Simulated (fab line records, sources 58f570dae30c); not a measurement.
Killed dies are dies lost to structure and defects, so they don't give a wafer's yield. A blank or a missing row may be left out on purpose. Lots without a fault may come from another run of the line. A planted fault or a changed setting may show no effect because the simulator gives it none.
fab line records | flow berkeley_cmos170
record lots=15 wafers=45 last_day=13
route steps=331 shown PWELL@51 CONTACT@217
lots that met no fault: from a run of the same line without faults
start_h: hours from the record's first day to the start of the lot's first wafer shown | wait_h: hours since the lot's step before | " the same as in the row above | L1.1+2: a row that stands for several wafers | - no value, or no start given | * or withheld: withheld | < > ~ a bound
route shown NAME@n: a module of which the file shows steps, and the number in the route of the first | usual: mean/standard deviation of fault-free wafers | same: alike in all rows | chamber/n: place in a boat | sites: the reading at each site | _std_site: their standard deviation | _edge_site: outer sites' mean less inner sites' | radius_mm: how far each site lies from the wafer's centre | mask NAME#n: copy n | behind: the tool/chamber that last shaped the wafer | hold: why the lot was held/for how many hours/how that ended | device: the transistor (n, p or np) that didn't switch | end of line: the same wafers' tests at the end of the route | a step without rows: its recipe alone | killed: dies lost to structure and defects at the first sort, not the wafer's yield | map: a wafer's dies, x killed, . not, _ none there
set.NAME: the setting as run; set.NAME@STEP: as run at that earlier step | model.NAME: the simulator's own value behind a step, which no gauge read
steps of the route over a sample of lots; a table a step, a row a wafer
services: from which hour (start_h, from the record's first day; less than 0 if before it) a tool's chamber was out of use, for how many hours, and why
## steps
# step UCB170_PWELL_TW_MEAS_17
# usual PWELL_TW=381/3.7
# columns lot.wafer tool chamber start_h wait_h PWELL_TW
L993.1 film_metro-04 - 51.23 0.1 383
L993.2 " - " " 383
L993.6 " - " " 385
L994.1 film_metro-02 - 51.39 0.1 384
L994.2 " - " " 384
L994.3 " - " " 385
L995.1 film_metro-01 - 60.71 0.1 377
L995.3 " - " " 374
L995.5 " - " " 373
L996.1 film_metro-02 - 65.61 0.1 386
L996.2 " - " " 384
L996.5 " - " " 384
L997.3 film_metro-02 - 67.07 0.1 384
L997.4 " - " " 384
L997.6 " - " " 382
L998.1 film_metro-04 - 71.39 0.1 380
L998.2 " - " " 383
L998.6 " - " " 382
L999.2 film_metro-02 - 85.91 0.1 379
L999.5 " - " " 381
L999.6 " - " " 379
L107.1 film_metro-04 - 116.37 0.1 380
L107.2 " - " " 382
L107.4 " - " " 382
L108.1 film_metro-04 - 122.94 0.1 382
L108.2 " - " " 380
L108.5 " - " " 379
L110.2 film_metro-01 - 139.39 0.1 376
L110.3 " - " " 377
L110.5 " - " " 377
L111.3 film_metro-02 - 139.51 0.1 384
L111.5 " - " " 383
L111.6 " - " " 382
L112.2 film_metro-01 - 144.76 0.1 375
L112.4 " - " " 375
L112.6 " - " " 376
L113.2 film_metro-04 - 152.49 0.1 380
L113.3 " - " " 382
L113.5 " - " " 380
L115.1 film_metro-04 - 165.21 0.1 382
L115.2 " - " " 383
L115.5 " - " " 380
L116.3 film_metro-02 - 170.16 0.1 385
L116.4 " - " " 383
L116.5 " - " " 383
# step UCB170_CONTACT_CVD_01
# recipe material=PSG target_thk_nm=700 temp_c=450 precursor=SiH4/O2/PH3 time_s=2820 pressure_mtorr=300 sih4_flow_sccm=60 o2_flow_sccm=90 ph3_flow_sccm=25
# usual spike_tc_load_C=467.2/2.5 zone_power_load_pct=7.0/0.32
# columns lot.wafer tool chamber start_h wait_h spike_tc_load_C zone_power_load_pct
L993.1 lpcvd-01 0 138.05 0.5 465.7 6.8
L993.2 " 0 " " 463.8 6.9
L993.6 " 0 " " 465.8 6.9
L994.1 lpcvd-01 0 138.05 0.1 465.6 7.0
L994.2 " 0 " " 464.6 6.9
L994.3 " 0 " " 466.4 6.8
L995.1 lpcvd-02 1 147.16 0.0 470.2 6.5
L995.3 " 1 " " 472.5 6.4
L995.5 " 1 " " 471.0 6.5
L997.3 lpcvd-01 0 158.64 0.0 464.3 6.8
L997.4 " 0 " " 466.4 6.9
L997.6 " 0 " " 465.7 6.8
L998.1 lpcvd-02 1 159.11 0.1 470.2 6.5
L998.2 " 1 " " 470.9 6.3
L998.6 " 1 " " 471.4 6.4
L996.1 lpcvd-01 1 160.43 1.2 465.8 7.7
L996.2 " 1 " " 463.6 7.3
L996.5 " 1 " " 466.7 7.3
L999.2 lpcvd-01 1 182.61 0.0 466.3 7.4
L999.5 " 1 " " 463.6 7.3
L999.6 " 1 " " 463.9 7.3
L107.1 lpcvd-02 0 212.72 0.7 469.2 7.1
L107.2 " 0 " " 469.2 7.1
L107.4 " 0 " " 468.4 7.1
L108.1 lpcvd-02 0 212.72 0.4 468.8 7.1
L108.2 " 0 " " 468.0 7.0
L108.5 " 0 " " 469.3 7.2
L110.2 lpcvd-01 1 233.65 0.0 466.7 7.4
L110.3 " 1 " " 466.0 7.3
L110.5 " 1 " " 465.3 7.3
L111.3 lpcvd-02 1 234.14 0.0 470.5 6.3
L111.5 " 1 " " 470.9 6.4
L111.6 " 1 " " 470.3 6.5
L112.2 lpcvd-02 0 243.53 0.0 470.9 7.1
L112.4 " 0 " " 470.2 7.0
L112.6 " 0 " " 468.4 6.9
L113.2 lpcvd-01 0 254.40 0.0 465.4 6.9
L113.3 " 0 " " 466.2 6.9
L113.5 " 0 " " 465.1 6.9
L115.1 lpcvd-01 0 263.12 0.0 464.9 6.9
L115.2 " 0 " " 465.0 6.8
L115.5 " 0 " " 464.3 6.9
L116.3 lpcvd-01 0 276.52 0.1 465.4 6.9
L116.4 " 0 " " 466.3 6.8
L116.5 " 0 " " 464.7 6.9
# step UCB170_CONTACT_THK_MEAS_02
# recipe reads=PSG_of_CONTACT_CVD_01
# usual CONTACT_PSG_THK=702/6.3
# columns lot.wafer tool chamber start_h wait_h CONTACT_PSG_THK[nm]
L993.1 film_metro-03 - 139.83 0.0 700
L993.2 " - " " 699
L993.6 " - " " 699
L994.1 film_metro-04 - 139.83 0.0 697
L994.2 " - " " 699
L994.3 " - " " 700
L995.1 film_metro-03 - 148.94 0.0 708
L995.3 " - " " 705
L995.5 " - " " 715
L997.3 film_metro-02 - 160.45 0.0 1284
L997.4 " - " " 1276
L997.6 " - " " 1281
L998.1 film_metro-02 - 160.89 0.0 708
L998.2 " - " " 707
L998.6 " - " " 707
L996.1 film_metro-03 - 162.21 0.0 1277
L996.2 " - " " 1276
L996.5 " - " " 1275
L999.2 film_metro-03 - 184.40 0.0 1273
L999.5 " - " " 1278
L999.6 " - " " 1281
L107.1 film_metro-02 - 214.51 0.0 705
L107.2 " - " " 709
L107.4 " - " " 707
L108.1 film_metro-04 - 214.51 0.0 700
L108.2 " - " " 702
L108.5 " - " " 711
L110.2 film_metro-02 - 235.44 0.0 696
L110.3 " - " " 698
L110.5 " - " " 698
L111.3 film_metro-02 - 235.94 0.0 699
L111.5 " - " " 703
L111.6 " - " " 706
L112.2 film_metro-02 - 245.33 0.0 701
L112.4 " - " " 705
L112.6 " - " " 698
L113.2 film_metro-02 - 256.19 0.0 700
L113.3 " - " " 702
L113.5 " - " " 704
L115.1 film_metro-02 - 264.90 0.0 702
L115.2 " - " " 707
L115.5 " - " " 703
L116.3 film_metro-04 - 278.32 0.0 704
L116.4 " - " " 708
L116.5 " - " " 701
# step UCB170_CONTACT_ETCH_18
# recipe chemistry=CHF3/CF4/Ar target=PSG stop_on=TiSi2 CHF3_flow_sccm=45 cf4_flow_sccm=15 Ar_flow_sccm=150 pressure_mtorr=200 rf_w=700 target_depth_a=8400 over_etch_frac=0.2 time_s=195
# usual drypump_motor_current_A=5.8/0.41 oes_product_au=0.894/0.0096 rf_fwd_power_W=697.8/2.3 throttle_valve_pct=6.95/0.13
# same time_s=195
# columns lot.wafer tool chamber start_h wait_h drypump_motor_current_A oes_product_au rf_fwd_power_W rf_hours_counter_h throttle_valve_pct
L993.1 rie_diel-01 3 - - 5.1 0.894 698.0 4 6.91
L993.2 " 0 " " 5.7 0.886 695.9 116 6.98
L993.6 " 0 " " 5.7 0.888 694.1 - 7.00
L994.1 rie_diel-04 2 - - 6.0 0.890 696.3 135 7.14
L994.2 " 3 " " 6.3 0.908 695.1 49 7.07
L994.3 " 1 " " 5.7 0.886 696.1 15 7.06
L995.1 rie_diel-01 3 - - 5.1 0.902 698.5 5 6.90
L995.3 " 1 " " 5.5 0.884 696.9 9 6.74
L995.5 " 2 " " 6.0 0.906 697.1 - 6.84
L997.3 rie_diel-02 3 - - 5.9 1.003 700.7 86 6.80
L997.4 " 2 " " 6.7 1.020 699.6 50 6.88
L997.6 " 2 " " 6.6 1.026 697.3 - 6.87
L998.1 rie_diel-04 0 - - 5.9 0.895 696.3 44 7.06
L998.2 " 1 " " 5.7 0.892 704.0 16 7.06
L998.6 " 3 " " 6.3 0.903 698.3 - 7.09
L996.1 rie_diel-01 3 - - 5.1 0.998 698.4 5 6.90
L996.2 " 2 " " 6.0 1.003 702.3 73 6.83
L996.5 " 1 " " 5.5 0.988 695.4 - 6.74
L999.2 rie_diel-01 3 - - 5.1 1.000 698.3 6 6.91
L999.5 " 0 " " 5.7 1.016 696.1 - 6.99
L999.6 " 3 " " 5.1 1.003 701.2 - 6.90
L107.1 rie_diel-02 2 - - 6.6 0.894 698.6 53 6.88
L107.2 " 3 " " 5.9 0.892 698.3 89 6.79
L107.4 " 3 " " 5.9 0.896 697.5 - 6.79
L108.1 rie_diel-04 3 - - 6.3 0.899 692.2 52 7.08
L108.2 " 2 " " 6.0 0.892 700.6 138 7.15
L108.5 " 0 " " 5.9 0.902 694.1 - 7.08
L110.2 rie_diel-01 1 - - 5.5 0.869 702.4 13 6.74
L110.3 " 3 " " 5.1 0.890 696.0 9 6.91
L110.5 " 0 " " 5.8 0.890 697.8 - 7.01
L111.3 rie_diel-04 3 - - 6.3 0.904 696.0 53 7.10
L111.5 " 1 " " 5.7 0.898 700.7 - 7.05
L111.6 " 3 " " 6.4 0.906 697.2 - 7.10
L112.2 rie_diel-02 0 - - 6.3 0.884 695.9 1 6.84
L112.4 " 3 " " 6.0 0.885 697.4 90 6.79
L112.6 " 0 " " 6.3 0.882 695.3 - 6.84
L113.2 rie_diel-04 0 - - 6.0 0.888 695.8 48 7.09
L113.3 " 1 " " 5.7 0.889 697.4 20 7.06
L113.5 " 3 " " 6.3 0.903 701.6 - 7.09
L115.1 rie_diel-04 2 - - 6.0 0.896 701.0 1 7.16
L115.2 " 1 " " 5.7 0.902 698.4 20 7.07
L115.5 " 1 " " 5.6 0.891 697.4 - 7.05
L116.3 rie_diel-04 1 - - 5.7 0.896 700.0 21 7.06
L116.4 " 2 " " 6.0 0.897 696.0 2 7.14
L116.5 " 0 " " 5.9 0.892 698.9 - 7.07
## services
# columns tool chamber start_h hours kind
lpcvd-02 - 114.78 14.6 pm
rie_diel-04 2 162.04 7.4 repair
rie_diel-02 - 184.79 0.3 repair
rie_diel-02 0 193.69 - clean
rie_diel-02 0 193.69 26.3 scheduled_down
rie_diel-02 0 193.69 26.3 vent_cycle
rie_diel-04 - 198.78 0.8 repair
rie_diel-01 - 204.77 0.5 repair
lpcvd-01 - 206.46 1.4 repair
rie_diel-01 2 206.85 33.7 repair
rie_diel-01 1 218.98 5.3 repair
rie_diel-02 2 225.12 16.6 repair
rie_diel-04 2 232.66 - clean
rie_diel-04 2 232.66 13.5 scheduled_down
rie_diel-04 2 232.66 13.5 vent_cycle
rie_diel-04 - 252.04 1.2 repair
## key
first_sign step=UCB170_CONTACT_THK_MEAS_02 reading=CONTACT_PSG_THK direction=up sigmas=92 usual=702 struck=1278
effect step=UCB170_CONTACT_ETCH_18 reading=oes_product_au direction=up sigmas=12 usual=0.894 struck=1.006
met_at UCB170_CONTACT_CVD_01
struck_lots L996,L997,L999
later_rows_left_out L996.1,L996.2,L996.5,L997.3,L997.4,L997.6,L999.2,L999.5,L999.6
sort_left_out L996.1,L996.2,L996.5,L997.3,L997.4,L997.6,L999.2,L999.5,L999.6
tester_left_out L996,L997,L999
not_acting_at UCB170_PWELL_TW_MEAS_17
fault kind=process_parameter_drift tool=lpcvd-01 chamber=- onset_h=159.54 steps=UCB170_CONTACT_CVD_01 channel=target_thk_nm offset=577.05 shape=step end_h=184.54 acts_in=these_recipes_only stated=700
# tester_left_out: of these lots the tester's yield and bins aren't shown, on N5 and GAA mostly nor the transistor test; their killed dies are dies lost to structure and defects alone, not to doping, threshold or leakage, so they don't give the yield
# sort_left_out: the simulated sort isn't trusted on such a fault, so these wafers' sort isn't shown, and their yield isn't known
# later_rows_left_out: the simulator's readings of these wafers behind a module that went badly wrong aren't trusted and aren't shown, but for the sort
